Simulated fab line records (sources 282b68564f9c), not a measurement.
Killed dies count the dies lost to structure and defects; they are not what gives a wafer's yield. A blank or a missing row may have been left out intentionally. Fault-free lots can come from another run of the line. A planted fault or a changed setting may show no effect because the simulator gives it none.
Commonality check across tools || flow rit_cmos || 45 wafers sampled across 15 lots

THE REASON FOR OPENING IT
3 of 15 lots carry a flag on the reading ACTIVE_OXIDE_THK at RIT_ACTIVE_THK_MEAS_02. Fault-free wafers read 47.2 nm, with a standard deviation of 1.
Rule: flag the lot when none of its wafers has a number, or when each of its wafers that has one lies beyond 4 standard deviations from that mean. The rest of the lots are taken to be sound.

{"lot": "L831", "measured": "day 1 12:48", "on": "film_metro-02", "ACTIVE_OXIDE_THK (nm), wafer by wafer": "47.6 47.5 47.1", "flag": ""}
{"lot": "L832", "measured": "day 1 17:03", "on": "film_metro-03", "ACTIVE_OXIDE_THK (nm), wafer by wafer": "46.4 46.6 47.0", "flag": ""}
{"lot": "L833", "measured": "day 1 22:03", "on": "film_metro-04", "ACTIVE_OXIDE_THK (nm), wafer by wafer": "45.6 46.3 46.6", "flag": ""}
{"lot": "L836", "measured": "day 2 13:04", "on": "film_metro-04", "ACTIVE_OXIDE_THK (nm), wafer by wafer": "30.9 29.1 29.5", "flag": "FLAGGED"}
{"lot": "L837", "measured": "day 2 18:05", "on": "film_metro-04", "ACTIVE_OXIDE_THK (nm), wafer by wafer": "29.5 29.5 29.3", "flag": "FLAGGED"}
{"lot": "L839", "measured": "day 3 04:36", "on": "film_metro-04", "ACTIVE_OXIDE_THK (nm), wafer by wafer": "29.9 29.5 29.9", "flag": "FLAGGED"}
{"lot": "L845", "measured": "day 4 10:14", "on": "film_metro-03", "ACTIVE_OXIDE_THK (nm), wafer by wafer": "46.8 46.6 47.0", "flag": ""}
{"lot": "L846", "measured": "day 4 15:13", "on": "film_metro-04", "ACTIVE_OXIDE_THK (nm), wafer by wafer": "48.0 47.8 48.9", "flag": ""}
{"lot": "L847", "measured": "day 4 20:03", "on": "film_metro-04", "ACTIVE_OXIDE_THK (nm), wafer by wafer": "47.1 46.6 47.7", "flag": ""}
{"lot": "L848", "measured": "day 5 01:04", "on": "film_metro-02", "ACTIVE_OXIDE_THK (nm), wafer by wafer": "46.5 47.2 48.1", "flag": ""}
{"lot": "L850", "measured": "day 5 11:04", "on": "film_metro-02", "ACTIVE_OXIDE_THK (nm), wafer by wafer": "48.6 48.8 48.5", "flag": ""}
{"lot": "L851", "measured": "day 5 16:04", "on": "film_metro-03", "ACTIVE_OXIDE_THK (nm), wafer by wafer": "45.5 45.4 45.4", "flag": ""}
{"lot": "L852", "measured": "day 5 21:08", "on": "film_metro-02", "ACTIVE_OXIDE_THK (nm), wafer by wafer": "47.7 46.6 46.6", "flag": ""}
{"lot": "L853", "measured": "day 6 02:29", "on": "film_metro-03", "ACTIVE_OXIDE_THK (nm), wafer by wafer": "48.5 47.8 47.1", "flag": ""}
{"lot": "L854", "measured": "day 6 09:11", "on": "film_metro-03", "ACTIVE_OXIDE_THK (nm), wafer by wafer": "45.7 46.5 46.4", "flag": ""}
On average the flagged lots' numbers are 29.7 nm, which is -17.5 nm against the usual, or -18 standard deviations.

WHICH TOOL EACH LOT WENT THROUGH
The record holds 1 process step before the reading, out of a route of 202 steps. Cell contents, in order: the tool; ch with the chambers the sampled wafers went through; the start.
{"lot": "L831", "flag": "", "RIT_ACTIVE_OXIDATION_01": "furnace-01 ch 0, day 1 10:52"}
{"lot": "L832", "flag": "", "RIT_ACTIVE_OXIDATION_01": "furnace-02 ch 0, day 1 15:07"}
{"lot": "L833", "flag": "", "RIT_ACTIVE_OXIDATION_01": "furnace-03 ch 0, day 1 20:07"}
{"lot": "L836", "flag": "FLAGGED", "RIT_ACTIVE_OXIDATION_01": "furnace-03 ch 0, day 2 11:08"}
{"lot": "L837", "flag": "FLAGGED", "RIT_ACTIVE_OXIDATION_01": "furnace-03 ch 0, day 2 16:07"}
{"lot": "L839", "flag": "FLAGGED", "RIT_ACTIVE_OXIDATION_01": "furnace-03 ch 0, day 3 02:40"}
{"lot": "L845", "flag": "", "RIT_ACTIVE_OXIDATION_01": "furnace-02 ch 0, day 4 08:18"}
{"lot": "L846", "flag": "", "RIT_ACTIVE_OXIDATION_01": "furnace-02 ch 0, day 4 13:17"}
{"lot": "L847", "flag": "", "RIT_ACTIVE_OXIDATION_01": "furnace-02 ch 0, day 4 18:07"}
{"lot": "L848", "flag": "", "RIT_ACTIVE_OXIDATION_01": "furnace-01 ch 0, day 4 23:07"}
{"lot": "L850", "flag": "", "RIT_ACTIVE_OXIDATION_01": "furnace-02 ch 0, day 5 09:07"}
{"lot": "L851", "flag": "", "RIT_ACTIVE_OXIDATION_01": "furnace-03 ch 0, day 5 14:07"}
{"lot": "L852", "flag": "", "RIT_ACTIVE_OXIDATION_01": "furnace-03 ch 0, day 5 19:11"}
{"lot": "L853", "flag": "", "RIT_ACTIVE_OXIDATION_01": "furnace-02 ch 0, day 6 00:33"}
{"lot": "L854", "flag": "", "RIT_ACTIVE_OXIDATION_01": "furnace-03 ch 0, day 6 07:15"}
These steps, and what they do:
- RIT_ACTIVE_OXIDATION_01: target thk 46.8 nm, ox time 3360 s.
- RIT_ACTIVE_THK_MEAS_02

FLAGGED OVER TOTAL, TOOL BY TOOL (the gauges that took the reading come last)
{"step": "RIT_ACTIVE_OXIDATION_01", "tool": "furnace-01", "lots run": 2, "flagged": 0, "share of the flagged lots": "none", "sound lots run after its first flagged lot": "-"}
{"step": "RIT_ACTIVE_OXIDATION_01", "tool": "furnace-02", "lots run": 6, "flagged": 0, "share of the flagged lots": "none", "sound lots run after its first flagged lot": "-"}
{"step": "RIT_ACTIVE_OXIDATION_01", "tool": "furnace-03", "lots run": 7, "flagged": 3, "share of the flagged lots": "all", "sound lots run after its first flagged lot": "3 (L851,L852,L854)"}
{"step": "RIT_ACTIVE_THK_MEAS_02", "tool": "film_metro-02", "lots run": 4, "flagged": 0, "share of the flagged lots": "none", "sound lots run after its first flagged lot": "-"}
{"step": "RIT_ACTIVE_THK_MEAS_02", "tool": "film_metro-03", "lots run": 5, "flagged": 0, "share of the flagged lots": "none", "sound lots run after its first flagged lot": "-"}
{"step": "RIT_ACTIVE_THK_MEAS_02", "tool": "film_metro-04", "lots run": 6, "flagged": 3, "share of the flagged lots": "all", "sound lots run after its first flagged lot": "2 (L846,L847)"}

WHAT THE TABLE ALLOWS
2 rows of the table ran every flagged lot: furnace-03 at RIT_ACTIVE_OXIDATION_01, film_metro-04 at RIT_ACTIVE_THK_MEAS_02.
- furnace-03 at RIT_ACTIVE_OXIDATION_01: 3 of its 7 lots flagged. Lots that were sound ran on it after the first flagged one (L851, L852, L854); a persistent fault on the entire tool would not allow that.
- film_metro-04 at RIT_ACTIVE_THK_MEAS_02: 3 of its 6 lots flagged. Lots that were sound ran on it after the first flagged one (L846, L847); a persistent fault on the entire tool would not allow that.
None of the table's rows ran every flagged lot and, after the first, no sound lot.

WHAT WAS PUT IN BY THE SIMULATOR
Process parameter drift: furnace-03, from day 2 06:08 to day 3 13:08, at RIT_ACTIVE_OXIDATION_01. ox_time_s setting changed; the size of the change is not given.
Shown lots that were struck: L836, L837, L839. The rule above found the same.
